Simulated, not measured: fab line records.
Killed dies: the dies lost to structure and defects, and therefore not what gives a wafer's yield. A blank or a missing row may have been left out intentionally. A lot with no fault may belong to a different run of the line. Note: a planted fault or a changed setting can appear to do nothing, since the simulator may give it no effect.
Struck lot and sound lot, side by side | flow berkeley_cmos170 | 44 steps out of a route of 331
Sound: these wafers, L892.4, L892.5, L892.6. Wafers struck: L901.1, L901.2, L901.6. At the end, the cause is stated.
For every step that has rows: the tool of each side, followed by ch and its chambers, followed by its first start. Under that, the readings that differ: sound wafers | struck wafers | difference of the means | sigmas: that difference in standard deviations of wafers without a fault.
alike: a reading whose means differ by less than 2 such deviations, as well as words and numbers matching on both sides. not compared: withheld readings; readings where some wafer has no value; bounds like >300 that might hide an equal value; numbers whose values overlap and for which the record gives no deviation.
The two part at a step that has a row with sigmas, a row that says differs or no value, or rows on one side only. Non-overlapping numbers with no deviation appear without sigmas and do not part them. A reading missing from all wafers of one side parts the sides only when that side holds two or more wafers.

first, 5 steps without rows for these wafers: UCB170_CONTACT_COAT_10 (resist thk 891.4 nm); UCB170_CONTACT_SOFTBAKE_11 (time 60 s); UCB170_CONTACT_EXPOSE_12 (exposes mask CONT, target cd 700 nm); UCB170_CONTACT_PEB_13; UCB170_CONTACT_DEVELOP_14 (develop time 45 s).
UCB170_CONTACT_CD_MEAS_15: target cd 700 nm.
  sound on cd_sem-01, day 7 13:41; struck on cd_sem-02, day 9 22:43
  alike: cd_nm
UCB170_CONTACT_OVL_MEAS_16:
  sound on overlay-01, day 7 13:45; struck on overlay-02, day 9 22:50
  alike: CONTACT_OVL
then, 2 steps without rows for these wafers: UCB170_CONTACT_ETCH_17 (etches BARC in N2/H2); UCB170_CONTACT_ETCH_18 (etches PSG in CHF3/CF4/Ar, stops on TiSi2, target depth 840 nm, time 195 s).
UCB170_CONTACT_STRIP_19: strips in O2.
  sound on plasma_asher-04 ch 0,1, day 7 13:58; struck on plasma_asher-02 ch 0,1, day 9 23:02
  reading                     | sound       | struck      | difference | sigmas
  drypump_motor_current_A (A) | 5.1 5.6 5.1 | 6.4 6.5 6.5 | +1.2       | +2
  alike: oes_product_au
  not compared: rf_hours_counter_h
UCB170_CONTACT_CD_MEAS_90: target cd 700 nm.
  sound on cd_sem-02, day 7 14:06; struck on cd_sem-02, day 9 23:19
  alike: cd_nm
then, 1 step without rows for these wafers: UCB170_CONTACT_CLEAN_20 (cleans in SPM, time 600 s).
UCB170_M1_SPUTTER_00: material Al, target thk 600 nm, time 80 s.
  sound on pvd_sputter-01, day 7 14:21; struck on pvd_sputter-01, day 9 23:39
  reading                               | sound                | struck               | difference | sigmas
  cathode_dc_power_W (W)                | 6000.0 5999.3 5999.2 | 7284.4 7283.5 7284.8 | +1284.7    | +99 or more
  model.Al_of_M1_SPUTTER_00.thk_nm (nm) | 606.9 604.9 604.4    | 734.3 727.7 730.3    | +125.4     |
  alike: throttle_valve_pct
UCB170_M1_RS_MEAS_01: a four-point-probe measurement.
  sound on film_metro-02, day 7 14:28; struck on film_metro-02, day 9 23:43
  reading           | sound                | struck               | difference | sigmas
  M1_AL_RS (ohm/sq) | 0.0480 0.0482 0.0481 | 0.0396 0.0399 0.0397 | -0.0084    | -21
UCB170_M1_THK_MEAS_02: measures by xrf.
  sound on film_metro-02, day 7 14:34; struck on film_metro-02, day 9 23:50
  reading        | sound       | struck      | difference | sigmas
  M1_AL_THK (nm) | 611 608 612 | 738 736 733 | +125       | +17
then, 6 steps without rows for these wafers: UCB170_M1_COAT_03; UCB170_M1_COAT_04 (resist thk 900 nm); UCB170_M1_SOFTBAKE_05 (time 60 s); UCB170_M1_EXPOSE_06 (exposes mask METAL1, target cd 700 nm); UCB170_M1_PEB_07; UCB170_M1_DEVELOP_08 (develop time 45 s).
UCB170_M1_CD_MEAS_09: target cd 700 nm.
  sound on cd_sem-01, day 7 15:37; struck on cd_sem-02, day 10 01:07
  alike: cd_nm
UCB170_M1_OVL_MEAS_10:
  sound on overlay-02, day 7 15:42; struck on overlay-02, day 10 01:14
  alike: M1_OVL
UCB170_M1_ETCH_11: etches BARC in N2/H2.
  sound on rie_diel-04 ch 1,2,3, day 7 15:43; struck on rie_diel-01 ch 0,2,3, day 10 01:16
  alike: drypump_motor_current_A, oes_product_au, throttle_valve_pct
UCB170_M1_METAL_ETCH_12: etches Al in Cl2/BCl3, stops on PSG, target depth 780 nm, time 130 s.
  sound on rie_metal-01 ch 0,1, day 7 15:48; struck on rie_metal-01 ch 0,1, day 10 01:19
  reading               | sound             | struck            | difference | sigmas
  oes_product_au (a.u.) | 0.866 0.865 0.867 | 0.971 0.957 0.972 | +0.101     | +8
  alike: drypump_motor_current_A, throttle_valve_pct
  not compared: rf_hours_counter_h
UCB170_M1_STRIP_13: strips in O2.
  sound on plasma_asher-01 ch 0,1, day 7 15:55; struck on plasma_asher-03 ch 0,1, day 10 01:29
  alike: drypump_motor_current_A, oes_product_au
  not compared: rf_hours_counter_h
UCB170_M1_CD_MEAS_90: target cd 700 nm.
  sound on cd_sem-01, day 7 16:03; struck on cd_sem-02, day 10 01:35
  alike: cd_nm
then, 1 step without rows for these wafers: UCB170_M1_ANNEAL_14 (time 1200 s).
UCB170_V1_CVD_00: deposits SiO2 from TEOS/O2, target thk 2000 nm, time 250 s.
  sound on pecvd-01 ch 0,2, day 7 20:49; struck on pecvd-01 ch 0,2, day 10 05:34
  alike: heater_power_w
UCB170_V1_THK_MEAS_01:
  sound on film_metro-01, day 7 21:01; struck on film_metro-01, day 10 05:43
  alike: V1_TEOS_THK
UCB170_V1_CMP_02: polishes SiO2.
  sound on cmp-01 ch 1,2,3, day 7 21:11; struck on cmp-02 ch 0,1,3, day 10 06:01
  alike: motor_current_A
UCB170_V1_BOW_MEAS_03:
  sound on film_metro-01, day 7 21:24; struck on film_metro-04, day 10 06:13
  reading     | sound    | struck  | difference | sigmas
  V1_BOW (um) | 28 24 35 | 13 7 18 | -16        | -2
UCB170_V1_THK_MEAS_04:
  sound on film_metro-01, day 7 21:29; struck on film_metro-04, day 10 06:20
  alike: V1_POLISHED_THK
then, 7 steps without rows for these wafers: UCB170_V1_CLEAN_05 (cleans in DIW); UCB170_V1_HMDS_06 (prime time 60 s); UCB170_V1_COAT_07 (resist thk 900 nm); UCB170_V1_SOFTBAKE_08 (time 60 s); UCB170_V1_EXPOSE_09 (exposes mask VIA1, target cd 700 nm); UCB170_V1_PEB_10; UCB170_V1_DEVELOP_11 (develop time 45 s).
UCB170_V1_CD_MEAS_12: target cd 700 nm.
  sound on cd_sem-01, day 7 23:47; struck on cd_sem-01, day 10 07:53
  alike: cd_nm
UCB170_V1_OVL_MEAS_13:
  sound on overlay-02, day 7 23:53; struck on overlay-02, day 10 08:01
  reading     | sound | struck   | difference | sigmas
  V1_OVL (nm) | 6 7 6 | -2 -9 -5 | -12        | -2
UCB170_V1_ETCH_14: etches SiO2 in CHF3/CF4/Ar, stops on Al, target depth 1250 nm, time 291 s.
  sound on rie_diel-02 ch 0,2,3, day 7 23:53; struck on rie_diel-01 ch 0,1,2, day 10 08:02
  reading                               | sound             | struck            | difference | sigmas
  model.Al_of_M1_SPUTTER_00.thk_nm (nm) | 606.9 604.7 604.3 | 734.2 727.6 730.2 | +125.4     |
  alike: drypump_motor_current_A, oes_product_au, throttle_valve_pct
  not compared: rf_hours_counter_h
UCB170_M3_PROBE_99:
  sound on prober-01, day 8 09:37; struck on prober-01, day 10 18:07
  reading                                        | sound                         | struck                        | difference | sigmas
  model.etest.tester.sort_n_pass                 | 260 259 262                   | 0 0 0                         | -260       |
  model.etest.tester.sort_yield_pct (%)          | 98.48 98.11 99.24             | 0 0 0                         | -99        |
  model.etest.m1_comb_over_steps.leak_log10_a_um | -12.75 -12.72 -12.72          | -7.39 -7.563 -7.365           | +5.29      |
  model.etest.ring.quiet_log10_a (angstrom)      | -8.555 -8.634 -8.622          | -5.515 -5.679 -5.473          | +3.048     |
  model.etest.m1.rs_ohm_sq                       | 0.04807 0.04813 0.04789       | 0.03982 0.03995 0.03974       | -0.00819   |
  model.etest.antenna_m1.vt_shift_v (V)          | -0.005914 -0.008347 -0.008218 | -0.003381 -0.003211 -0.004362 | +0.003842  |

WHERE THEY PART
Earliest at UCB170_CONTACT_STRIP_19; latest, in this record, at UCB170_V1_OVL_MEAS_13. Later steps at which nothing parts them and some readings are alike: UCB170_V1_ETCH_14.

WHY: what had been put in by the simulator
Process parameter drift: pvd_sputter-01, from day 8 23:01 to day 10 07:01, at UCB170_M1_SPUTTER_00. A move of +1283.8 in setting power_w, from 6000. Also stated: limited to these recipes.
